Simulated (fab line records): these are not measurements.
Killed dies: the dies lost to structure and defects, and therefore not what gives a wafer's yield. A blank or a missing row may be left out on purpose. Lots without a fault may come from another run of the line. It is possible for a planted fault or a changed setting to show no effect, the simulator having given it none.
A sampling plan put to the test	flow berkeleyCmos170	one fab line, 30 faults that these records tell of, each judged on the records of the lots that it struck; 1 more is left out, because the records don't allow judging it
The plan consists of the line's own looks: route steps at which the wafer is read by a gauge or an inspection but not changed. A look can be judged if struck wafers have a number there and the file gives its usual mean and standard deviation on fault-free wafers. Caught: 4 or more of those standard deviations (sigma) separate the usual mean from the mean of the struck wafers at a look after the fault's first step. On the tool: the fault's steps, tested the same way using the tool's own readings. Caught also covers a different recipe on the struck wafers, or a record left blank for those wafers only.

THE FAULTS, as the simulator had put them in
1. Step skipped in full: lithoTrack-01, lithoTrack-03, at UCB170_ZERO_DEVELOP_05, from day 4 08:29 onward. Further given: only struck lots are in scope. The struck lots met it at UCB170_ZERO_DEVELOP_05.
2. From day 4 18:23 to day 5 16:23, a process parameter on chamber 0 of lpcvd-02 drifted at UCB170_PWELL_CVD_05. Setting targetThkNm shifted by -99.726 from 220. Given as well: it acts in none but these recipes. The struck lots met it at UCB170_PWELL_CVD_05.
3. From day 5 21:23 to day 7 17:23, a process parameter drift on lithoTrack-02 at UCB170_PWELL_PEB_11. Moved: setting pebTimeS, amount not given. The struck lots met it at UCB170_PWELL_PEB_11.
4. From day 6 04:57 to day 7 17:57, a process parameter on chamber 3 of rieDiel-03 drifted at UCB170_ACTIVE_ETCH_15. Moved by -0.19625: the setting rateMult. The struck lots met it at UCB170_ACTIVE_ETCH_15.
5. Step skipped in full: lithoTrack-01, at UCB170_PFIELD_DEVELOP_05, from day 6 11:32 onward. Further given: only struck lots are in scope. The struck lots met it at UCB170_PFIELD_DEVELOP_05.
6. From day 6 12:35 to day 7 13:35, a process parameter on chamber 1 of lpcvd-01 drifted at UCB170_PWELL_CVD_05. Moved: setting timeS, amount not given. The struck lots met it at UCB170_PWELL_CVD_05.
7. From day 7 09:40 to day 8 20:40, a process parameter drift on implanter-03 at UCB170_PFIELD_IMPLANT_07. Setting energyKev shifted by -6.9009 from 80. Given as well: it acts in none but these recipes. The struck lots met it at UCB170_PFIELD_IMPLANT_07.
8. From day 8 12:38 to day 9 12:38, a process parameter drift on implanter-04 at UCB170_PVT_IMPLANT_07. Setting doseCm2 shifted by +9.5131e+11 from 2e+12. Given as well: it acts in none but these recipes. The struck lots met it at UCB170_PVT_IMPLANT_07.
9. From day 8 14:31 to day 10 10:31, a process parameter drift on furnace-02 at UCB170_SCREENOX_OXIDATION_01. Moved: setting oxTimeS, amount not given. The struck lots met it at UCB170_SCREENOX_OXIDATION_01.
10. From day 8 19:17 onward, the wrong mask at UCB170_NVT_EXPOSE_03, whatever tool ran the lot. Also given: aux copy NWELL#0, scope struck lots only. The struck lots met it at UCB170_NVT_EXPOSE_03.
11. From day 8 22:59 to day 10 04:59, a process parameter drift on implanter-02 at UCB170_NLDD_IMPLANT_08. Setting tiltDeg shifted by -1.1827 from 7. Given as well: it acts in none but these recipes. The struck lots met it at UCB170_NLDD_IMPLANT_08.
12. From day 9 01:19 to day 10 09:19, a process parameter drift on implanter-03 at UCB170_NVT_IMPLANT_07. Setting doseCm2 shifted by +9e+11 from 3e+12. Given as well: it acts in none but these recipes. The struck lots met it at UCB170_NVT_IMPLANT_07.
13. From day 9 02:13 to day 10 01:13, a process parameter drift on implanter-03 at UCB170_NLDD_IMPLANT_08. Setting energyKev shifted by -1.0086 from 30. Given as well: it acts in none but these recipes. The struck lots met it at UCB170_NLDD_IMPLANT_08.
14. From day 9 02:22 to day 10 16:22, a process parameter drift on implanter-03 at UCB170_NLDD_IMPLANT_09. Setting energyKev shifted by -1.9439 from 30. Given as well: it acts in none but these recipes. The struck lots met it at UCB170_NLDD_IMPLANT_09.
15. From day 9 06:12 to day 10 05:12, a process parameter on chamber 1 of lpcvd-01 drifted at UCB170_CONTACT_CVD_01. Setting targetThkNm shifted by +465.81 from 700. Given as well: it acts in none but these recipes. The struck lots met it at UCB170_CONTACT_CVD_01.
16. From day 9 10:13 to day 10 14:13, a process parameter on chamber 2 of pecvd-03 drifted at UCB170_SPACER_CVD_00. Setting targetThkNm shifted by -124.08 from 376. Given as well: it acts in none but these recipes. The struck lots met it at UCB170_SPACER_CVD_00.
17. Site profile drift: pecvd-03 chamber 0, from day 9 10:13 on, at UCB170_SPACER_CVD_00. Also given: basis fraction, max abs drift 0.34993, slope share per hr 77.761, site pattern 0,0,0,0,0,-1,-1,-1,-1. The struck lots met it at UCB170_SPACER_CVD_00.
18. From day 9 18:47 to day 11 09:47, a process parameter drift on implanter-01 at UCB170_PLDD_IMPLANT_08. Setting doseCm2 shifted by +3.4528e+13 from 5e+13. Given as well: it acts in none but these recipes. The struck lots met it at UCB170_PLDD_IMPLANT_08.
19. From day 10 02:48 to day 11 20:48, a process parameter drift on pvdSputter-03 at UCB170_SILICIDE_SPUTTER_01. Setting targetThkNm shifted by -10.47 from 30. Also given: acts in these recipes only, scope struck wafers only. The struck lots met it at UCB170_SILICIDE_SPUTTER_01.
20. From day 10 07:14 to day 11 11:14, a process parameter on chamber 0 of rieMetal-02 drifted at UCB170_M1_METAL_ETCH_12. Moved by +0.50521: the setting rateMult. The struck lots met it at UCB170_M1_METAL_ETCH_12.
21. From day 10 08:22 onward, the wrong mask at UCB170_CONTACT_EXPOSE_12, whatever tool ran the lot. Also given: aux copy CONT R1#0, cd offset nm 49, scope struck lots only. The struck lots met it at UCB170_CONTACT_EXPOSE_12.
22. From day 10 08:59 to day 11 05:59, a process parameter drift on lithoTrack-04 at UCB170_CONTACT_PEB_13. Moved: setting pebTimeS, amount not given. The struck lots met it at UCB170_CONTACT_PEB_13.
23. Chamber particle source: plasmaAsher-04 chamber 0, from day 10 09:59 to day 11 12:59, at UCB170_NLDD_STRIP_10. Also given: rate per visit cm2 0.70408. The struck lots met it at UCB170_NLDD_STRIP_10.
24. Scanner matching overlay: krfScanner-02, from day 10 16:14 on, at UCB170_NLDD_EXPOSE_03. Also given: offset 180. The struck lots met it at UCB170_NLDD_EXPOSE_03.
25. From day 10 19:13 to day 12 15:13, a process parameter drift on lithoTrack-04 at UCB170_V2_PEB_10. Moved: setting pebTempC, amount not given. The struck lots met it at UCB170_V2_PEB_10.
26. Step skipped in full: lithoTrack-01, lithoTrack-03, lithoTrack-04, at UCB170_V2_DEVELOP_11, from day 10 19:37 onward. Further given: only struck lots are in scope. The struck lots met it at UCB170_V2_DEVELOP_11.
27. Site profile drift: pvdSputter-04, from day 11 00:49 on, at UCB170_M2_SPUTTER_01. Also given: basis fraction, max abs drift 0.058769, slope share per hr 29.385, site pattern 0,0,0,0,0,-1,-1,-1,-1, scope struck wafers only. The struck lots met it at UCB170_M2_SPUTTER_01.
28. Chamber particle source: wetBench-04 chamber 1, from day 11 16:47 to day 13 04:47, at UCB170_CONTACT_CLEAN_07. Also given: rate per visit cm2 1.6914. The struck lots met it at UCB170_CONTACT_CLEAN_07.
29. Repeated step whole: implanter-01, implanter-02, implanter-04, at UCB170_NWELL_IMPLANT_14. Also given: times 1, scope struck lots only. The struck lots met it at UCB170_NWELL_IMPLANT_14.
30. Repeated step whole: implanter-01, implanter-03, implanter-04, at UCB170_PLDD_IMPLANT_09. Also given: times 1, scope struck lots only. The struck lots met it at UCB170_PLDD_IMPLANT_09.

WHAT THE PLAN SAW
fault	on the tool itself	first look that catches it	reading, sigma	median hours from its first step to that look	hours from the fault's start to the first struck lot there	judged looks passed uncaught
1	the tool's record is blank for the struck wafers	no look after it can be judged	-	-	-	0
2	under 2 sigma	UCB170_PWELL_THK_MEAS_06	PWELL_NITRIDE_THK -47	1.9	8	0
3	heaterPowerTotalW +99 or beyond sigma	not the one look that can be judged after it	-	-	-	1
4	oesProductAu -6.4 sigma	no look after it can be judged	-	-	-	0
5	no reading that can be judged	no look after it can be judged	-	-	-	0
6	no reading that can be judged	UCB170_PWELL_THK_MEAS_06	PWELL_NITRIDE_THK +5.9	1.9	12	0
7	beamEnergyKeV -99 or beyond sigma	no look after it can be judged	-	-	-	0
8	doseIonsCm2 +99 or beyond sigma	UCB170_PVT_TW_MEAS_09	PVT_TW +23	0.2	10	0
9	no reading that can be judged	UCB170_SCREENOX_THK_MEAS_02	SCREENOX_OXIDE_THK +28	1.7	8	0
10	under 2 sigma	UCB170_NVT_TW_MEAS_09	NVT_TW -91	0.9	1	0
11	tiltDeg -53 sigma	UCB170_SDANNEAL_RS_MEAS_05	NLDD_RS -4.6	12.2	28	1
12	doseIonsCm2 +99 or beyond sigma	UCB170_NVT_TW_MEAS_09	NVT_TW +7.5	0.2	6	0
13	beamEnergyKeV -99 or beyond sigma	no look after it can be judged	-	-	-	0
14	beamEnergyKeV -99 or beyond sigma	no look after it can be judged	-	-	-	0
15	no reading that can be judged	UCB170_CONTACT_THK_MEAS_02	CONTACT_PSG_THK +71	1.8	15	0
16	under 2 sigma	UCB170_SPACER_THK_MEAS_01	SPACER_TEOS_THK -19	0.1	7	0
17	only faintly: heaterPowerW +2.4 sigma	UCB170_SPACER_THK_MEAS_01	SPACER_TEOS_THK -10	0.0	7	0
18	doseIonsCm2 +99 or beyond sigma	UCB170_PLDD_TW_MEAS_11	PLDD_TW +11	0.4	5	0
19	under 2 sigma	UCB170_SILICIDE_RS_MEAS_02	SILICIDE_TI_RS +36	0.0	28	0
20	under 2 sigma	no look after it can be judged	-	-	-	0
21	no reading that can be judged	UCB170_CONTACT_CD_MEAS_15	cdNm +34	1.5	4	0
22	no reading that can be judged	UCB170_CONTACT_CD_MEAS_15	cdNm +9.2	0.3	3	0
23	under 2 sigma	no look after it can be judged	-	-	-	0
24	no reading that can be judged	UCB170_NLDD_OVL_MEAS_07	NLDD_OVL +44	0.9	1	0
25	heaterPowerTotalW -42 sigma	UCB170_V2_CD_MEAS_12	cdNm -18	0.3	4	0
26	no reading that can be judged	no look after it can be judged	-	-	-	0
27	under 2 sigma	none of the 3 looks that can be judged after it	strongest: M2_AL_RS at UCB170_M2_RS_MEAS_02, +3.3	-	-	3
28	no reading that can be judged	no look after it can be judged	-	-	-	0
29	no reading that can be judged	UCB170_NWELL_TW_MEAS_16	NWELL_TW +28	0.6	-	0
30	no reading that can be judged	UCB170_PLDD_TW_MEAS_11	PLDD_TW +17	0.6	-	0
Dash: fault not caught, or number not given in these records.

Caught at a look: 18 of 30. Caught on the tool: 11 of 30. By one or the other: 24 of 30.
Faults 1, 3, 4, 7, 13, 14 were caught on the tool alone.
Caught at a look alone: faults 2, 6, 9, 10, 15, 16, 17, 19, 21, 22, 24, 29, 30.
Caught by neither: faults 5, 20, 23, 26, 27, 28.

THINNER SAMPLING
Were the look that catches a fault to measure just every second or every third lot (counted by lot number), the first struck lot would, at worst, be measured this late:
fault	struck lots at that look, in order of time	every lot	every second lot	every third lot
2	L917, L918	8 h	8 h	may miss all 2
6	L133	12 h	may miss it	may miss it
8	L692, L694	10 h	may miss all 2	may miss all 2
9	L171, L170	8 h	8 h	may miss all 2
10	L774	1 h	may miss it	may miss it
11	L523, L524	28 h	41 h	may miss all 2
12	L240, L242, L244	6 h	may miss all 3	16 h
15	L145	15 h	may miss it	may miss it
16	L576, L578	7 h	may miss all 2	may miss all 2
17	L867, L869	7 h	may miss all 2	may miss all 2
18	L689, L692	5 h	21 h	may miss all 2
19	L771	28 h	may miss it	may miss it
21	L565	4 h	may miss it	may miss it
22	L332, L335, L336	3 h	11 h	may miss all 3
24	L316, L318, L317	1 h	1 h	1 h
25	L282, L286	4 h	may miss all 2	may miss all 2
Hours count from the start of the fault until the first struck lot that is measured. 4 sigma limit: tested on the pooled struck wafers, so a lone lot may be under it. Other struck lots may not be in these records.

THE LONGEST TIMED WAY FROM STEP TO LOOK
For fault 11, UCB170_NLDD_IMPLANT_08 and UCB170_SDANNEAL_RS_MEAS_05 are separated by a median of 12.2 hours. The look between them that can be judged stayed within 4 sigma: UCB170_NSD_CD_MEAS_06.
